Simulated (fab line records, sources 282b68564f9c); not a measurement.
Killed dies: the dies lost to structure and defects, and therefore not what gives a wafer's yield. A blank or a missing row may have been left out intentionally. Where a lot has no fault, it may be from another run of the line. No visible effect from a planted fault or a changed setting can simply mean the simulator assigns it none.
Struck lot and sound lot, side by side :: flow ritCmos :: 35 steps out of a route of 202
Sound: wafers L345.1, L345.2, L345.6. Wafers struck: L350.1, L350.4, L350.5. The cause is given at the end.
For every step that has rows: the tool of each side, followed by ch and its chambers, followed by its first start. Under that, the readings that differ: sound wafers :: struck wafers :: difference of the means :: sigmas: that difference in standard deviations of wafers without a fault.
alike: readings whose means differ by less than 2 such deviations, and words and numbers that are the same on both sides. not compared: withheld readings, readings that some wafer has no value for, bounds like >300 that may hide the same value, and numbers for which the record gives no deviation and whose values overlap.
A row with sigmas, a row that says differs or no value, or rows on one side alone: a step with any of these is where the two part. When numbers do not overlap yet have no deviation, they are printed without sigmas and do not part them. A reading missing from all wafers of one side parts the sides only when that side holds two or more wafers.

first, 9 steps without rows for these wafers: RIT_ACTIVE_DEVELOP_10 (develop time 50 s); RIT_ACTIVE_HARDBAKE_12 (time 60 s); RIT_ACTIVE_ETCH_13 (etches Si3N4 in SF6, stops on SiO2, time 210 s, target depth 210 nm); RIT_ACTIVE_STRIP_14 (strips in O2, time 180 s); RIT_ACTIVE_CLEAN_15 (cleans in SC1, time 600 s); RIT_ACTIVE_CLEAN_16 (cleans in dHF, time 30 s); RIT_ACTIVE_CLEAN_17 (cleans in SC2, time 600 s); RIT_FOX1_OXIDATION_00 (target thk 350.7 nm, ox time 1130 s); RIT_FOX1_WET_ETCH_02 (etches SiO2 in BOE, target depth 350 nm, time 390 s).
RIT_FOX2_OXIDATION_00: target thk 350.7 nm, ox time 1130 s.
  sound on furnace-03 ch 0, day 4 07:32; struck on furnace-03 ch 0, day 5 13:58
reading: spikeTcCentreC (C)
sound: 1104.9 1100.9 1103.8
struck: 1077.7 1077.7 1078.3
difference: -25.3
sigmas: -21

reading: spikeTcLoadC (C)
sound: 1130 1130 1130
struck: 1103 1105 1104
difference: -26
sigmas: -8

reading: spikeTcSourceC (C)
sound: 1128.4 1127.3 1129.9
struck: 1102.9 1101.8 1103.7
difference: -25.7
sigmas: -14

reading: tubeCenterTempC (C)
sound: 1100 1100 1100.1
struck: 1075 1075.1 1075
difference: -25
sigmas: -99 or more

reading: tube_center_temp_C_max
sound: 1103.0 1102.9 1102.9
struck: 1077.6 1078.1 1078.0
difference: -25.0
sigmas: -53

reading: model.SiO2_of_FOX2_OXIDATION_00.thkNm (nm)
sound: 351.4 348.6 349.1
struck: 309.9 314.4 304.2
difference: -40.2
sigmas: 
RIT_FOX2_THK_MEAS_01:
  sound: filmMetro-03 at day 4 08:50; struck: filmMetro-04 at day 5 15:31
reading: FOX2_OXIDE_THK (nm)
sound: 351 349 349
struck: 310 314 304
difference: -40
sigmas: -7
  not compared: hold
then, 1 step without rows for these wafers: RIT_FOX2_WET_ETCH_03 (etches Si3N4 in H3PO4, target depth 195 nm, time 2700 s).
RIT_FOX2_THK_MEAS_90:
  sound: filmMetro-03 at day 4 09:43; struck: filmMetro-04 at day 5 18:48
reading: FIELD_OXIDE_LEFT_1_THK (nm)
sound: 324 321 322
struck: 283 287 277
difference: -40
sigmas: -6
  not compared: hold
then, 18 steps without rows for these wafers: RIT_NWELL_COAT_01 (resist thk 1300 nm); RIT_NWELL_SOFTBAKE_02 (time 60 s); RIT_NWELL_EXPOSE_03 (exposes mask M2, target cd 43900 nm); RIT_NWELL_PEB_04; RIT_NWELL_DEVELOP_05 (develop time 68 s); RIT_NWELL_HARDBAKE_07 (time 120 s); RIT_NWELL_IMPLANT_08; RIT_NWELL_STRIP_09 (strips in O2, time 180 s); RIT_PWELL_HMDS_00 (prime time 60 s); RIT_PWELL_COAT_01 (resist thk 1300 nm); RIT_PWELL_SOFTBAKE_02 (time 60 s); RIT_PWELL_EXPOSE_03 (exposes mask M3, target cd 43700 nm); RIT_PWELL_PEB_04; RIT_PWELL_DEVELOP_05 (develop time 68 s); RIT_PWELL_HARDBAKE_07 (time 120 s); RIT_PWELL_IMPLANT_08; RIT_PWELL_STRIP_09 (strips in O2, time 180 s); RIT_WELLDRIVE_ANNEAL_00 (time 14700 s).
RIT_FOX2_THK_MEAS_91:
  sound: filmMetro-04 at day 4 21:58; struck: filmMetro-04 at day 6 12:29
reading: FIELD_OXIDE_LEFT_2_THK (nm)
sound: 256 254 254
struck: 214 218 208
difference: -41
sigmas: -6
  not compared: hold
RIT_GATE_OXIDATION_05: target thk 3 nm, ox time 270 s.
  sound on furnace-03 ch 0, day 4 22:55; struck on furnace-01 ch 0, day 6 17:28
reading: hold
sound: - - -
struck: awaitDispo/4.9h/release awaitDispo/4.9h/release awaitDispo/4.9h/release
difference: no value on the sound wafers
sigmas: 
  alike: oxTempCMax, spikeTcCentreC, spikeTcLoadC, spikeTcSourceC, tubeCenterTempC, tube_center_temp_C_max
  not compared: model.SiO2_of_GATE_OXIDATION_05.thkNm
RIT_SILICIDE_WET_ETCH_00: etches SiO2 in BOE, target depth 14 nm, time 15 s.
  sound on wetBench-02 ch 0, day 5 23:34; struck on wetBench-01 ch 3, day 7 17:00
reading: model.SiO2_of_FOX2_OXIDATION_00.thkNm (nm)
sound: 150.9 148.2 148.2
struck: 109 113.4 102.9
difference: -41
sigmas: 
RIT_M1_PROBE_99:
  sound: prober-01 at day 6 07:37; struck: prober-02 at day 7 23:45
reading: killedAtContacts
sound: 0 0 0
struck: 1 0 1
difference: +1
sigmas: +4
  alike: killedAtFrontEnd, killedDies, killedOpen, killedShort

WHERE THEY PART
At RIT_FOX2_OXIDATION_00 first; at RIT_M1_PROBE_99 last (within this record only).

WHY: what the simulator had put in
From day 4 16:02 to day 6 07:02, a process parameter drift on furnace-03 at RIT_FOX2_OXIDATION_00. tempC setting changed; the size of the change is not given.
